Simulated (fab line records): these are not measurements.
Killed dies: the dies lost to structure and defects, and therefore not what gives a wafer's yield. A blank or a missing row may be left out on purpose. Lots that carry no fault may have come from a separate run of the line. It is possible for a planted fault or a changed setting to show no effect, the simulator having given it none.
Which tool was responsible? | flow berkeley-cmos170 | 45 wafers from 15 lots sampled at 3 of the route's 331 steps

## WHAT THE GAUGES READ, wafer by wafer
UCB170_FIELD_THK_MEAS_90. Usual: FIELD_OXIDE_LEFT_1_THK typically reads 442 nm, with standard deviation 13.
lot  | measured     | on            | FIELD_OXIDE_LEFT_1_THK (nm) | flag
L644 | day 5 00:19  | film-metro-04 | 430 443 445                 |
L645 | day 5 11:04  | film-metro-04 | 456 448 462                 |
L646 | day 5 11:05  | film-metro-03 | 456 456 456                 |
L649 | day 5 21:01  | film-metro-01 | 444 439 443                 |
L652 | day 6 10:09  | film-metro-04 | 453 466 460                 |
L653 | day 6 18:22  | film-metro-01 | 443 443 441                 |
L655 | day 7 07:40  | film-metro-03 | 445 438 448                 |
L656 | day 7 07:41  | film-metro-01 | 443 440 443                 |
L657 | day 7 11:31  | film-metro-01 | 436 437 442                 |
L659 | day 7 23:23  | film-metro-01 | 451 447 459                 |
L662 | day 8 14:07  | film-metro-01 | 425 430 430                 |
L663 | day 9 15:05  | film-metro-03 | 452 456 448                 |
L665 | day 9 15:05  | film-metro-04 | 422 421 424                 |
L667 | day 10 03:32 | film-metro-04 | 420 422 428                 |
L666 | day 10 03:37 | film-metro-04 | 431 438 445                 |

## WHICH TOOL RAN EACH LOT (tool, then ch and the chambers of the sampled wafers, then the start)
lot  | UCB170_NWELL_SOFTBAKE_08         | UCB170_NWELL_STRIP_15
L644 | litho-track-03 ch 0, day 2 05:04 | plasma-asher-01 ch 0, day 2 06:00
L645 | litho-track-01 ch 0, day 2 14:26 | plasma-asher-01 ch 0,1, day 2 15:15
L646 | litho-track-04 ch 0, day 2 18:25 | plasma-asher-04 ch 0,1, day 2 19:21
L649 | litho-track-03 ch 0, day 3 14:03 | plasma-asher-04 ch 0, day 3 14:59
L652 | litho-track-04 ch 0, day 3 20:59 | plasma-asher-03 ch 0,1, day 3 21:51
L653 | litho-track-03 ch 0, day 4 04:01 | plasma-asher-01 ch 0,1, day 4 05:01
L655 | litho-track-03 ch 0, day 4 14:13 | plasma-asher-01 ch 0,1, day 4 15:16
L656 | litho-track-04 ch 0, day 4 14:17 | plasma-asher-03 ch 0,1, day 4 15:04
L657 | litho-track-04 ch 0, day 4 22:13 | plasma-asher-03 ch 0,1, day 4 23:10
L659 | litho-track-01 ch 0, day 5 04:17 | plasma-asher-01 ch 0,1, day 5 05:26
L662 | litho-track-01 ch 0, day 5 23:18 | plasma-asher-04 ch 0,1, day 6 00:31
L663 | litho-track-04 ch 0, day 6 10:01 | plasma-asher-04 ch 0,1, day 6 11:17
L665 | litho-track-04 ch 0, day 6 18:21 | plasma-asher-01 ch 0,1, day 6 19:09
L667 | litho-track-03 ch 0, day 7 02:55 | plasma-asher-04 ch 0,1, day 7 03:52
L666 | litho-track-04 ch 0, day 7 02:59 | plasma-asher-04 ch 0,1, day 7 04:28
- UCB170_NWELL_SOFTBAKE_08: time 60 s.
- UCB170_NWELL_STRIP_15: strips in O2.

## AS READ BY THE TOOLS THEMSELVES (means over the sampled wafers that have a number; for cases with no such wafer, the mark the record gives instead)
UCB170_NWELL_SOFTBAKE_08. Usual: 89.13 s for run-length-s, sd 0.13.
lot  | tool           | run-length-s (s) | flag
L644 | litho-track-03 | 89.09            |
L645 | litho-track-01 | 89.13            |
L646 | litho-track-04 | 89.21            |
L649 | litho-track-03 | 106.97           | OFF
L652 | litho-track-04 | 89.22            |
L653 | litho-track-03 | 106.98           | OFF
L655 | litho-track-03 | 107.05           | OFF
L656 | litho-track-04 | 89.11            |
L657 | litho-track-04 | 89.12            |
L659 | litho-track-01 | 89.22            |
L662 | litho-track-01 | 89.19            |
L663 | litho-track-04 | 89.30            |
L665 | litho-track-04 | 89.05            |
L667 | litho-track-03 | 89.09            |
L666 | litho-track-04 | 89.17            |

UCB170_NWELL_STRIP_15. Usual: drypump-motor-current-A 5.8 A, standard deviation 0.44; oes-product-au 0.721 a.u., standard deviation 0.0048; strip-time-to-endpoint-s 18.06 s, standard deviation 0.09.
lot  | tool            | drypump-motor-current-A (A) | oes-product-au (a.u.) | strip-time-to-endpoint-s (s) | flag
L644 | plasma-asher-01 | 6.1                         | 0.722                 | 18.01                        |
L645 | plasma-asher-01 | 6.1                         | 0.724                 | 18.14                        |
L646 | plasma-asher-04 | 5.5                         | 0.718                 | 18.05                        |
L649 | plasma-asher-04 | 5.6                         | 0.719                 | 17.99                        |
L652 | plasma-asher-03 | 5.8                         | 0.722                 | 18.17                        |
L653 | plasma-asher-01 | 6.1                         | 0.720                 | 17.95                        |
L655 | plasma-asher-01 | 6.1                         | 0.720                 | 18.03                        |
L656 | plasma-asher-03 | 5.4                         | 0.720                 | 18.13                        |
L657 | plasma-asher-03 | 5.4                         | 0.716                 | 17.95                        |
L659 | plasma-asher-01 | 6.1                         | 0.719                 | 18.06                        |
L662 | plasma-asher-04 | 5.4                         | 0.720                 | 17.98                        |
L663 | plasma-asher-04 | 5.4                         | 0.725                 | 18.09                        |
L665 | plasma-asher-01 | 6.1                         | 0.720                 | 18.11                        |
L667 | plasma-asher-04 | 5.4                         | 0.722                 | 18.05                        |
L666 | plasma-asher-04 | 5.5                         | 0.720                 | 18.03                        |

## THE ANSWER, worked out from the rows above alone
Rule: lot off if the mean of its wafers having a number is beyond 3 standard deviations from the usual mean. A lot without any number at a reading at which 4 lots or more have one is off too. Where the step has rows for the other lots, those lots are counted as sound. The gauges are gone through in route order, then the tools' own readings, and for those a lot's mean is taken as printed above. The first step at which some lot is off is used, and at that step the reading that is off furthest; a lot without a number counts as furthest.
Off: L649, L653, L655, at UCB170_NWELL_SOFTBAKE_08 (run-length-s).
A tool fits if, at that step or a process step before it, it ran every lot that is off, and no sound lot after the first of them. None of those tried fits.

## WHAT THE SIMULATOR HAD PUT IN
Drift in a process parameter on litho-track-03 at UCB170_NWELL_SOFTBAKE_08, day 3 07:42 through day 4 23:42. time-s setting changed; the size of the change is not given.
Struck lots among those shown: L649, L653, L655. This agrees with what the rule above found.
